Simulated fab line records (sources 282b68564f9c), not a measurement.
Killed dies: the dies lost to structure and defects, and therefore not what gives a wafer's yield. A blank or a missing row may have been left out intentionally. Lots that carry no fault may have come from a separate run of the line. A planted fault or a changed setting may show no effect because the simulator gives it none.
Code-filled problem report in 8D (eight disciplines) form ; flow ritCmos ; the parts of the form that need people (team, actions taken, sign-off) are left out

== 1. PROBLEM STATEMENT ==
PLDD_TW at RIT_PLDD_TW_MEAS_10 reads a mean of 30 on 3 wafers of 1 lot; wafers without a fault read 2346 with a standard deviation of 12. That is -99 or more standard deviations from the usual mean.
Seen first at day 6 02:49 on filmMetro-04, wafer L475.1. The record holds 39 wafers of 13 lots with a number at this step. Rule for "out", or "out of limits": more than 4 standard deviations from the usual mean. The other wafers with a number count as sound.

== 2. WHAT THIS IS AND IS NOT ==
question;is;is not
which readings at this step;PLDD_TW;-
which lots;L475;L462, L463, L464, L465, L467, L468, L469, L470, L472, L473, L474, L483
which wafers of those lots;all that have a number;-
read on which gauges;filmMetro-04;filmMetro-01, filmMetro-02
when;from day 6 02:49;"up to then (33 sound wafers); but 3 sound wafers of L483 came after"

== 3. THE SUSPECTS, EACH WITH WHAT RULES IT OUT ==
Counting: a tool at any process step up to the reading remains a suspect when it ran all the lots that are out and ran no sound lot after the first of those.
- the gauge at RIT_PLDD_TW_MEAS_10: ruled out. All the wafers that are out were read on filmMetro-04, but those of them that RIT_NLDD_STRIP_09 has rows for are out there too, on other tools.
- plasmaAsher-02 at RIT_GATE_STRIP_20 (strips in O2, time 180 s): ruled out as a lasting fault. The sound lots L483 went through it after L475, its earliest lot that is out (day 5 19:40).
- plasmaAsher-03 at RIT_NLDD_STRIP_09 (strips in O2, time 180 s): kept. It ran the lot that is out, L475 (day 6 01:05), and no sound lot after that; its last sound lot up to then is L474 (day 5 16:43). Its own readings are out on those wafers: runLengthS.
Left after counting: plasmaAsher-03 at RIT_NLDD_STRIP_09.

== 4. THE CAUSE (what the simulator had put in) ==
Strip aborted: plasmaAsher-03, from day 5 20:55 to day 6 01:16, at RIT_NLDD_STRIP_09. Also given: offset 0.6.
After counting, this tool was the only one left.

== 5. THE CHAIN OF EFFECTS, in route order ==
Rows list readings where the struck wafers' mean (over those with a number) sits beyond 3 standard deviations from the usual. Scope: only readings with a usual standard deviation given in the record; hours: median across lots of the time from each lot's start at the first step in this table that gives one to its start at this step; sigmas: change in usual standard deviations.
hours;step;reading;usual;on struck wafers;change;sigmas
0;RIT_NLDD_STRIP_09;runLengthS;208.4 s;72.2;-136.2;-99 or more
2;RIT_PLDD_TW_MEAS_10;PLDD_TW;2346;30;-2316;-99 or more
Here are the process steps it includes:
- RIT_NLDD_STRIP_09: strips in O2, time 180 s.

== 6. HOW IT WOULD HAVE BEEN CAUGHT EARLIER ==
6 hours passed between the start of the fault at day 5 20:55 and the first reading out of limits at a measuring or inspecting step in this record, taken at day 6 02:49.
Tool's own readings at RIT_NLDD_STRIP_09, runLengthS: out on all struck wafers the step has rows for; an alarm limit on them would have tripped on the first.
The start of RIT_NLDD_STRIP_09 on plasmaAsher-03 came by day 6 02:49 for every one of the lots that are out (1). None of them would have been spared by holding the tool at that moment.
